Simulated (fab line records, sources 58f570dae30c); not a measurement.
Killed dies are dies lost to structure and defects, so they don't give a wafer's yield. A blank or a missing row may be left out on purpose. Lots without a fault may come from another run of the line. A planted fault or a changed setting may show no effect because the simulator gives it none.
A struck lot beside a sound one | flow berkeley_cmos170 | 16 steps out of a route of 331
Sound: wafers L472.1, L472.5, L472.6. Struck: wafers L485.1, L485.3, L485.4. The cause comes at the end.
At each step with rows: each side's tool, then ch and its chambers, then its first start. Under that, the readings that differ: sound wafers | struck wafers | difference of the means | sigmas: that difference in standard deviations of wafers without a fault.
alike: readings whose means differ by less than 2 such deviations, and words and numbers that are the same on both sides. not compared: withheld readings, readings that some wafer has no value for, bounds like >300 that may hide the same value, and numbers for which the record gives no deviation and whose values overlap.
The two part at a step that has a row with sigmas, a row that says differs or no value, or rows on one side only. Numbers that don't overlap but have no deviation are shown without sigmas and don't part them. A reading that every wafer of one side lacks parts them only if that side has two wafers or more.

first, 5 steps without rows for these wafers: UCB170_M1_COAT_04 (resist thk 900 nm); UCB170_M1_SOFTBAKE_05 (time 60 s); UCB170_M1_EXPOSE_06 (exposes mask METAL1, target cd 700 nm); UCB170_M1_PEB_07; UCB170_M1_DEVELOP_08 (develop time 45 s).
UCB170_M1_CD_MEAS_09: target cd 700 nm.
  sound on cd_sem-01, day 7 10:20; struck on cd_sem-01, day 10 03:47
  alike: cd_nm
UCB170_M1_OVL_MEAS_10:
  sound on overlay-01, day 7 10:28; struck on overlay-02, day 10 03:54
  alike: M1_OVL
UCB170_M1_ETCH_11: etches BARC in N2/H2.
  sound on rie_diel-01 ch 1,2, day 7 10:29; struck on rie_diel-01 ch 0,1,3, day 10 03:56
  alike: bias_w, chamber_pressure_mTorr, drypump_motor_current_A, oes_product_au, throttle_valve_pct
UCB170_M1_METAL_ETCH_12: etches Al in Cl2/BCl3, stops on PSG, target depth 780 nm, time 130 s.
  sound on rie_metal-01 ch 0,1, day 7 10:32; struck on rie_metal-01 ch 0,1, day 10 03:59
  alike: bias_w, chamber_pressure_mTorr, drypump_motor_current_A, oes_product_au, throttle_valve_pct
  not compared: rf_hours_counter_h
UCB170_M1_STRIP_13: strips in O2.
  sound on plasma_asher-01 ch 0,1, day 7 10:40; struck on plasma_asher-03 ch 0,1, day 10 04:07
  alike: chamber_pressure_mTorr, drypump_motor_current_A, oes_product_au
  not compared: rf_hours_counter_h
UCB170_M1_CD_MEAS_90: target cd 700 nm.
  sound on cd_sem-02, day 7 10:46; struck on cd_sem-01, day 10 04:13
  alike: cd_nm
then, 1 step without rows for these wafers: UCB170_M1_ANNEAL_14 (time 1200 s).
UCB170_V1_CVD_00: deposits SiO2 from TEOS/O2, target thk 2000 nm, time 250 s.
  sound on pecvd-02 ch 0,2, day 7 14:25; struck on pecvd-02 ch 1,2, day 10 07:35
  reading                             | sound             | struck            | difference | sigmas
  rf_fwd_power_W (W)                  | 548.6 549.9 547.2 | 326.5 326.7 325.3 | -222.4     | -99 or more
  model.SiO2_of_V1_CVD_00.thk_nm (nm) | 1953 1980 1951    | 1678 1675 1682    | -283       |
  alike: heater_power_w
UCB170_V1_THK_MEAS_01:
  sound on film_metro-03, day 7 14:34; struck on film_metro-03, day 10 07:44
  reading          | sound          | struck         | difference | sigmas
  V1_TEOS_THK (nm) | 1953 1980 1951 | 1679 1675 1682 | -283       | -10
UCB170_V1_CMP_02: polishes SiO2.
  sound on cmp-02 ch 0,3, day 7 14:38; struck on cmp-01 ch 0,1,2, day 10 07:48
  alike: motor_current_A, platen_rpm
UCB170_M3_PROBE_99:
  the record has rows for the struck wafers here (prober-01, day 10 21:45) and none for the sound ones

WHERE THEY PART
First at UCB170_V1_CVD_00; last, within this record, at UCB170_M3_PROBE_99.

WHY: what the simulator had put in
Process parameter drift: pecvd-02, from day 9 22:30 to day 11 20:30, at UCB170_V1_CVD_00. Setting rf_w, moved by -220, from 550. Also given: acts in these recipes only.
